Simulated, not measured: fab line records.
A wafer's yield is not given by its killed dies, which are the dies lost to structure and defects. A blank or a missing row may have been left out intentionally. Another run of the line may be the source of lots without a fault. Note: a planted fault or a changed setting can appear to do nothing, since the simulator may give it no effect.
Which of the tools did it?    flow berkeley cmos170    15 lots with 45 wafers sampled at 2 steps, on a route of 331 steps

## WHAT EACH GAUGE READ, for each wafer
UCB170_NWELL_TW_MEAS_16. Usual: for NWELL_TW the level is 1239 and the standard deviation is 12.
lot   measured     on             NWELL_TW        flag
L529  day 2 07:59  film metro-04  1261 1256 1257  
L530  day 2 11:15  film metro-04  1261 1260 1260  
L532  day 2 22:34  film metro-04  1253 1256 1261  
L533  day 3 04:34  film metro-04  1556 1554 1557  OFF
L535  day 3 19:22  film metro-02  1240 1237 1228  
L540  day 4 20:41  film metro-04  1249 1249 1249  
L542  day 5 07:22  film metro-02  1542 1539 1539  OFF
L544  day 5 10:28  film metro-04  1556 1561 1561  OFF
L545  day 5 19:12  film metro-02  1227 1229 1232  
L546  day 6 00:23  film metro-01  1221 1223 1223  
L547  day 6 04:05  film metro-01  1230 1230 1222  
L548  day 6 09:42  film metro-01  1227 1223 1224  
L549  day 6 09:52  film metro-04  1245 1252 1251  
L550  day 6 12:38  film metro-04  1245 1250 1247  
L551  day 6 23:19  film metro-01  1222 1224 1223  

## WHICH TOOL RAN EACH LOT (tool, then ch and the chambers of the sampled wafers, then the start)
lot   UCB170_NWELL_IMPLANT_14
L529  implanter-01 ch 0, day 2 07:44
L530  implanter-01 ch 0, day 2 11:01
L532  implanter-03 ch 0, day 2 22:19
L533  implanter-02 ch 0, day 3 04:02
L535  implanter-01 ch 0, day 3 19:08
L540  implanter-03 ch 0, day 4 20:27
L542  implanter-01 ch 0, day 5 06:50
L544  implanter-01 ch 0, day 5 09:54
L545  implanter-02 ch 0, day 5 18:59
L546  implanter-01 ch 0, day 6 00:08
L547  implanter-02 ch 0, day 6 03:52
L548  implanter-01 ch 0, day 6 09:29
L549  implanter-02 ch 0, day 6 09:38
L550  implanter-01 ch 0, day 6 12:25
L551  implanter-02 ch 0, day 6 23:04
- UCB170_NWELL_IMPLANT_14

## AS READ BY THE TOOLS THEMSELVES (means over the sampled wafers that have a number; for cases with no such wafer, the mark the record gives instead)
UCB170_NWELL_IMPLANT_14. Usual: 5.06e-06 Torr for end station pressure torr, sd 2.5e-07.
lot   tool          end station pressure torr (Torr)  flag
L529  implanter-01  4.98e-06                          
L530  implanter-01  5.12e-06                          
L532  implanter-03  5.16e-06                          
L533  implanter-02  5.22e-06                          
L535  implanter-01  5.11e-06                          
L540  implanter-03  5.07e-06                          
L542  implanter-01  5.26e-06                          
L544  implanter-01  4.95e-06                          
L545  implanter-02  4.99e-06                          
L546  implanter-01  5.30e-06                          
L547  implanter-02  5.06e-06                          
L548  implanter-01  5.11e-06                          
L549  implanter-02  5.10e-06                          
L550  implanter-01  4.95e-06                          
L551  implanter-02  5.00e-06                          

## THE ANSWER, worked out from the rows above alone
Rule: lot off if the mean of its wafers having a number is beyond 3 standard deviations from the usual mean. A lot without any number at a reading at which 4 lots or more have one is off too. Where the step has rows for the other lots, those lots are counted as sound. The gauges are gone through in route order, then the tools' own readings, and for those a lot's mean is taken as printed above. At the first step where some lot is off, the reading lying furthest off is the one used; lots without a number count as furthest.
Off: L533, L542, L544, at UCB170_NWELL_TW_MEAS_16 (NWELL_TW).
If a tool, at a process step before that reading, ran all the lots that are off and no sound lot after the first of them, it fits. Those tools and the gauges at UCB170_NWELL_TW_MEAS_16 are tried in the same way. Not one of the candidates tried fits.

## WHAT THE SIMULATOR HAD INSERTED
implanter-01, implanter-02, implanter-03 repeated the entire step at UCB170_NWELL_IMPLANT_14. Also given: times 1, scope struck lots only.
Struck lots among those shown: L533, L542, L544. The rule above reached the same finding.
